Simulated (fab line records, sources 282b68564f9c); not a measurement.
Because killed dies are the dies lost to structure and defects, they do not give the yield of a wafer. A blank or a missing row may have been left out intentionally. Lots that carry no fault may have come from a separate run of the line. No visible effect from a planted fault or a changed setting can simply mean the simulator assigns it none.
Comparing a struck lot with a sound one || flow rit_cmos || 34 steps out of a route of 202
Sound: these wafers, L871.3, L871.4, L871.6. Struck: wafers L884.1, L884.2, L884.3. The cause is named last.
Per side, at each step with rows, come the tool, then ch with its chambers, and then its first start. Under that, the readings that differ: sound wafers || struck wafers || difference of the means || sigmas: that difference in standard deviations of wafers without a fault.
alike: readings with means less than 2 such deviations apart, plus words and numbers identical on both sides. not compared: withheld readings, readings lacking a value on some wafer, bounds such as >300 that could conceal the same value, and numbers that have no deviation in the record and whose values overlap.
A row with sigmas, a row that says differs or no value, or rows on one side alone: a step with any of these is where the two part. Numbers that have no deviation but don't overlap get no sigmas and don't part them. A reading missing from all wafers of one side parts the sides only when that side holds two or more wafers.

first, 4 steps without rows for these wafers: RIT_ACTIVE_CLEAN_15 (cleans in SC1, time 600 s); RIT_ACTIVE_CLEAN_16 (cleans in dHF, time 30 s); RIT_ACTIVE_CLEAN_17 (cleans in SC2, time 600 s); RIT_FOX1_OXIDATION_00 (target thk 350.7 nm, ox time 1130 s).
RIT_FOX1_THK_MEAS_01:
  sound: film_metro-04 at day 2 07:50; struck: film_metro-01 at day 5 03:15
  alike: FOX1_OXIDE_THK
then, 2 steps without rows for these wafers: RIT_FOX1_WET_ETCH_02 (etches SiO2 in BOE, target depth 350 nm, time 390 s); RIT_FOX2_OXIDATION_00 (target thk 350.7 nm, ox time 1130 s).
RIT_FOX2_THK_MEAS_01:
  sound: film_metro-04 at day 2 10:18; struck: film_metro-02 at day 5 04:44
  alike: FOX2_OXIDE_THK
then, 2 steps without rows for these wafers: RIT_FOX2_CLEAN_02 (cleans in dHF, time 180 s); RIT_FOX2_WET_ETCH_03 (etches Si3N4 in H3PO4, target depth 195 nm, time 2700 s).
RIT_FOX2_THK_MEAS_90:
  sound: film_metro-03 at day 2 11:11; struck: film_metro-02 at day 5 05:37
  alike: FIELD_OXIDE_LEFT_1_THK
then, 1 step without rows for these wafers: RIT_NWELL_HMDS_00 (prime time 60 s).
RIT_NWELL_COAT_01: resist thk 1300 nm.
  sound on litho_track-01 ch 0, day 2 11:25; struck on litho_track-01, day 5 05:50
  no value came back on the struck wafers for chill_plate_temp_C (C), dispense_pressure_kPa (kPa); on the sound wafers chill_plate_temp_C (C) reads 23.12 23.06 23.08
then, 4 steps without rows for these wafers: RIT_NWELL_SOFTBAKE_02 (time 60 s); RIT_NWELL_EXPOSE_03 (exposes mask M2, target cd 43900 nm); RIT_NWELL_PEB_04; RIT_NWELL_DEVELOP_05 (develop time 68 s).
RIT_NWELL_OVL_MEAS_06:
  sound: overlay-02 at day 2 12:14; struck: overlay-02 at day 5 06:41
{"reading": "NWELL_OVL (nm)", "sound": "-0.4 -0.6 -0.8", "struck": "- - -", "difference": "no value on the struck wafers", "sigmas": ""}
then, 2 steps without rows for these wafers: RIT_NWELL_HARDBAKE_07 (time 120 s); RIT_NWELL_IMPLANT_08.
RIT_NWELL_STRIP_09: strips in O2, time 180 s.
  sound on plasma_asher-04 ch 0,1, day 2 12:43; struck on plasma_asher-02 ch 0,1, day 5 07:07
  alike: drypump_motor_current_A
  not compared: rf_hours_counter_h
RIT_NWELL_TW_MEAS_10:
  sound: film_metro-02 at day 2 12:52; struck: film_metro-02 at day 5 07:18
  alike: NWELL_TW
then, 6 steps without rows for these wafers: RIT_PWELL_HMDS_00 (prime time 60 s); RIT_PWELL_COAT_01 (resist thk 1300 nm); RIT_PWELL_SOFTBAKE_02 (time 60 s); RIT_PWELL_EXPOSE_03 (exposes mask M3, target cd 43700 nm); RIT_PWELL_PEB_04; RIT_PWELL_DEVELOP_05 (develop time 68 s).
RIT_PWELL_OVL_MEAS_06:
  sound: overlay-01 at day 2 13:55; struck: overlay-02 at day 5 08:22
  alike: PWELL_OVL
then, 2 steps without rows for these wafers: RIT_PWELL_HARDBAKE_07 (time 120 s); RIT_PWELL_IMPLANT_08.
RIT_PWELL_STRIP_09: strips in O2, time 180 s.
  sound on plasma_asher-01 ch 0,1, day 2 14:24; struck on plasma_asher-04 ch 0,1, day 5 08:48
  alike: drypump_motor_current_A
  not compared: rf_hours_counter_h
RIT_PWELL_TW_MEAS_10:
  sound: film_metro-02 at day 2 14:32; struck: film_metro-03 at day 5 09:16
{"reading": "PWELL_TW", "sound": "943 953 954", "struck": "2231 2234 2228", "difference": "+1281", "sigmas": "+99 or more"}
  not compared: hold
RIT_M1_PROBE_99:
  sound wafers here have rows in the record (prober-02, day 4 01:40); struck ones have none

== WHERE THEY PART ==
Last at RIT_M1_PROBE_99 as far as this record goes, first at RIT_NWELL_COAT_01.

WHY: what had been put in by the simulator
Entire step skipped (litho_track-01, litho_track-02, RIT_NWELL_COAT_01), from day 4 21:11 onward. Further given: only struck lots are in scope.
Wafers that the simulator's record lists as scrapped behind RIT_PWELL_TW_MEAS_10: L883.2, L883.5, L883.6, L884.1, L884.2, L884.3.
